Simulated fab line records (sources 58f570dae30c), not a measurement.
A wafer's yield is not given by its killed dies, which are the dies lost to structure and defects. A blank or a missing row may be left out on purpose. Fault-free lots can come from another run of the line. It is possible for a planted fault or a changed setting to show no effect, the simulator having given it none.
Which tool is to blame? | flow berkeley cmos170 | 7 lots with 21 wafers sampled at 2 steps, on a route of 331 steps

## WHAT EACH GAUGE READ, for each wafer
UCB170_SILICIDE_RS_MEAS_02: measures by four-point-probe.
lot  | measured     | on            | SILICIDE_TI_RS (ohm/sq)
L748 | day 8 10:17  | film metro-02 | 26.6 26.5 26.7
L750 | day 8 19:50  | film metro-01 | 26.4 26.2 26.2
L760 | day 10 08:08 | film metro-02 | 26.0 26.0 25.7
L764 | day 11 08:46 | film metro-02 | 26.6 26.4 26.7
L766 | day 12 00:35 | film metro-01 | 26.2 26.2 26.1
L771 | day 13 01:18 | film metro-01 | 26.1 25.9 26.1

## WHICH TOOL RAN EACH LOT (tool, then ch and the chambers of the sampled wafers, then the start)
lot  | UCB170_GATE_ETCH_15
L748 | rie si-02 ch 1,3, day 7 12:34
L750 | rie si-01 ch 2,3, day 7 22:03
L756 | rie si-02 ch 1,2,3, day 8 20:43
L760 | rie si-01 ch 2,3, day 9 13:53
L764 | rie si-01 ch 0,1,2, day 10 13:41
L766 | rie si-01 ch 0,2,3, day 11 04:11
L771 | rie si-01 ch 0,3, day 12 06:45
- UCB170_GATE_ETCH_15: etches poly-Si in HBr/Cl2, stops on SiO2, time 56.3 s, target depth 278.2 nm.

## THE ANSWER, worked out from the rows above alone
Rule: usual is defined by the lots themselves. Put in order of their means at a reading, lots are off if they are a third of the lots or fewer, leave a main group of 4 or more, and stand apart from it by a gap of 3 or more times the standard deviation of the main group's means; of several such gaps the widest counts. A main group is skipped when, at the precision printed for the reading in the tables above, its means are all equal. Also off: a lot with no number at a reading for which 4 or more lots have one. Any other lot the step has rows for is counted as sound.
None of the lots is off at any reading shown; this tells nothing.

## WHAT THE SIMULATOR PUT IN
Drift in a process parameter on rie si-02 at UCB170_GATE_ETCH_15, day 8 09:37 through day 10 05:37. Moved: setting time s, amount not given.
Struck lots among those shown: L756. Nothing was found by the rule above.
